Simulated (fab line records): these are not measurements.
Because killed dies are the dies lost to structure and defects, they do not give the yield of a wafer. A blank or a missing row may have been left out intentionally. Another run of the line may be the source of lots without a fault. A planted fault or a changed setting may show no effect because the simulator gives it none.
The tool behind it: which one? | flow berkeley_cmos170 | 14 lots, 42 wafers sampled, at 4 steps of a route of 331

## WHAT THE GAUGES SHOWED, per wafer
UCB170_ACTIVE_THK_MEAS_03. Usual: ACTIVE_OXIDE_THK gives 26.5 nm (standard deviation 0.51).
lot  | measured    | on            | ACTIVE_OXIDE_THK (nm) | flag
L142 | day 4 15:34 | film_metro-02 | 25.6 26.4 26.3        |
L143 | day 5 04:17 | film_metro-01 | 26.1 27.0 26.8        |
L144 | day 5 04:17 | film_metro-03 | 26.3 26.8 26.6        |
L145 | day 5 20:39 | film_metro-02 | 27.1 26.8 26.6        |
L146 | day 5 20:40 | film_metro-03 | 27.2 26.9 27.5        |
L149 | day 6 06:43 | film_metro-03 | 25.6 25.6 25.5        |
L151 | day 6 15:18 | film_metro-02 | 26.1 26.1 26.2        |
L148 | day 6 15:19 | film_metro-01 | 26.4 26.0 26.4        |
L153 | day 6 15:22 | film_metro-03 | 26.6 26.7 26.5        |
L155 | day 7 04:16 | film_metro-03 | 27.6 26.9 26.8        |
L154 | day 7 04:17 | film_metro-02 | 27.1 26.6 27.1        |
L161 | day 8 02:26 | film_metro-01 | 27.6 27.7 27.5        |
L163 | day 8 19:02 | film_metro-02 | 26.3 26.5 26.2        |
L165 | day 9 08:45 | film_metro-03 | 25.7 26.1 26.0        |

UCB170_PVT_OVL_MEAS_06. Usual: PVT_OVL gives -1 nm (standard deviation 5.1).
lot  | measured     | on         | PVT_OVL (nm) | flag
L142 | day 6 23:40  | overlay-01 | -6 -4 1      |
L143 | day 7 08:34  | overlay-02 | 1 -2 11      |
L144 | day 7 08:41  | overlay-02 | 0 -9 -2      |
L145 | day 7 17:58  | overlay-02 | 0 -3 8       |
L146 | day 7 17:54  | overlay-02 | -6 0 -8      |
L149 | day 8 09:35  | overlay-01 | -8 -5 -15    |
L151 | day 8 15:32  | overlay-02 | -3 -6 5      |
L148 | day 8 15:00  | overlay-01 | 2 -2 2       |
L153 | day 8 14:13  | overlay-01 | -2 3 -8      |
L155 | day 9 12:44  | overlay-02 | 4 8 1        |
L154 | day 9 12:28  | overlay-02 | -3 5 -5      |
L161 | day 10 10:31 | overlay-01 | -8 5 -1      |
L163 | day 11 04:13 | overlay-01 | 4 -1 1       |
L165 | day 11 12:09 | overlay-01 | -3 -4 -2     |

UCB170_CONTACT_CD_MEAS_90: target cd 700 nm. Usual: cd_nm at 700.4 nm, with a standard deviation of 2.
lot  | measured     | on        | cd_nm (nm)        | flag
L142 | day 8 18:58  | cd_sem-01 | 697.2 700.0 698.8 |
L143 | day 8 22:34  | cd_sem-01 | 703.2 702.6 702.1 |
L144 | day 8 22:01  | cd_sem-01 | 703.5 702.6 702.4 |
L145 | day 9 13:04  | cd_sem-02 | 701.1 703.3 702.2 |
L146 | day 9 12:52  | cd_sem-02 | 702.3 701.3 701.5 |
L149 | day 10 09:50 | cd_sem-02 | 699.3 700.2 698.9 |
L151 | day 10 06:38 | cd_sem-01 | 700.8 701.4 699.1 |
L148 | day 10 10:08 | cd_sem-02 | 697.7 699.3 698.4 |
L153 | day 10 09:41 | cd_sem-01 | 700.9 700.7 701.8 |
L155 | day 11 02:16 | cd_sem-02 | - - -             | OFF
L154 | day 11 01:29 | cd_sem-02 | - - -             | OFF
L161 | day 12 04:01 | cd_sem-02 | 697.8 697.5 698.4 |
L163 | day 12 15:22 | cd_sem-02 | 701.5 702.3 699.4 |
L165 | day 13 02:09 | cd_sem-01 | 701.0 698.7 698.2 |

## EACH LOT AND THE TOOL THAT RAN IT (in order: tool; ch and the chambers of the sampled wafers; start)
lot  | UCB170_CONTACT_ETCH_18
L142 | rie_diel-04 ch 1,3, day 8 18:00
L143 | rie_diel-01 ch 0,1, day 8 22:00
L144 | rie_diel-04 ch 1,2, day 8 21:00
L145 | rie_diel-04 ch 0,1,3, day 9 12:00
L146 | rie_diel-03 ch 0,1,2, day 9 12:00
L149 | rie_diel-01 ch 0,1, day 10 09:00
L151 | rie_diel-04 ch 1,2,3, day 10 06:00
L148 | rie_diel-01 ch 0,1,2, day 10 09:00
L153 | rie_diel-04 ch 0,1,2, day 10 09:00
L155 | rie_diel-04 ch 1,2,3, day 11 02:00
L154 | rie_diel-01 ch 0,2, day 11 01:00
L161 | rie_diel-01 ch 0,3, day 12 03:00
L163 | rie_diel-04 ch 2,3, day 12 15:00
L165 | rie_diel-04 ch 0,1,3, day 13 01:00
- UCB170_CONTACT_ETCH_18: etches PSG in CHF3/CF4/Ar, stops on TiSi2, target depth 840 nm, time 195 s.

## WHAT THE TOOLS THEMSELVES READ (means of the sampled wafers that have a number; where no wafer has one, the mark that the record gives instead)
UCB170_CONTACT_ETCH_18. Usual: CHF3_flow_sccm 45.00 sccm, standard deviation 0.12; cf4_flow_sccm 15.00 sccm, standard deviation 0.043; chamber_pressure_mTorr 200.01 mTorr, standard deviation 0.19; drypump_motor_current_A 5.4 A, standard deviation 0.55; oes_product_au 0.888 a.u., standard deviation 0.02; throttle_valve_pct 6.94 %, standard deviation 0.12.
lot  | tool        | CHF3_flow_sccm (sccm) | cf4_flow_sccm (sccm) | chamber_pressure_mTorr (mTorr) | drypump_motor_current_A (A) | oes_product_au (a.u.) | throttle_valve_pct (%) | flag
L142 | rie_diel-04 | 45.11                 | 14.99                | 199.97                         | 5.3                         | 0.874                 | 6.99                   |
L143 | rie_diel-01 | 44.95                 | 14.98                | 200.07                         | 5.9                         | 0.906                 | 6.77                   |
L144 | rie_diel-04 | 45.06                 | 15.05                | 199.91                         | 5.2                         | 0.873                 | 6.92                   |
L145 | rie_diel-04 | 45.01                 | 14.97                | 200.00                         | 5.2                         | 0.878                 | 6.96                   |
L146 | rie_diel-03 | 44.98                 | 14.94                | 200.01                         | 6.1                         | 0.915                 | 6.87                   |
L149 | rie_diel-01 | 44.94                 | 14.99                | 200.07                         | 5.9                         | 0.894                 | 6.77                   |
L151 | rie_diel-04 | 45.01                 | 15.05                | 200.10                         | 5.2                         | 0.857                 | 6.94                   |
L148 | rie_diel-01 | 44.84                 | 15.02                | 199.99                         | 5.7                         | 0.896                 | 6.87                   |
L153 | rie_diel-04 | 45.09                 | 14.99                | 200.19                         | 5.1                         | 0.873                 | 6.92                   |
L155 | rie_diel-04 | -                     | -                    | -                              | -                           | -                     | -                      | OFF
L154 | rie_diel-01 | -                     | -                    | -                              | -                           | -                     | -                      | OFF
L161 | rie_diel-01 | 45.01                 | 15.05                | 199.97                         | 5.5                         | 0.895                 | 7.01                   |
L163 | rie_diel-04 | 45.14                 | 14.99                | 200.13                         | 5.2                         | 0.869                 | 6.98                   |
L165 | rie_diel-04 | 44.96                 | 15.04                | 199.90                         | 5.2                         | 0.861                 | 6.96                   |

## THE ANSWER, worked out from the rows above alone
Rule: take the mean of a lot's wafers that have a number; if it is more than 3 standard deviations from the usual mean, the lot is off. Also off: a lot with no number at a reading for which 4 or more lots have one. All remaining lots with rows at the step are treated as sound. Order of review: gauges by route order, followed by the tools' own readings, for which a lot's mean as printed above is used. At the first step where some lot is off, the reading lying furthest off is the one used; lots without a number count as furthest.
Off at UCB170_CONTACT_CD_MEAS_90 (cd_nm): L155, L154. Without a number there: L155, L154.
If a tool, at a process step before that reading, ran all the lots that are off and no sound lot after the first of them, it fits. Not tried: the gauges at UCB170_CONTACT_CD_MEAS_90; whatever is off there is also off at UCB170_CONTACT_ETCH_18, on other tools, and gauge error can't account for it. No candidate that was tried fits.

## WHAT THE SIMULATOR HAD PUT IN
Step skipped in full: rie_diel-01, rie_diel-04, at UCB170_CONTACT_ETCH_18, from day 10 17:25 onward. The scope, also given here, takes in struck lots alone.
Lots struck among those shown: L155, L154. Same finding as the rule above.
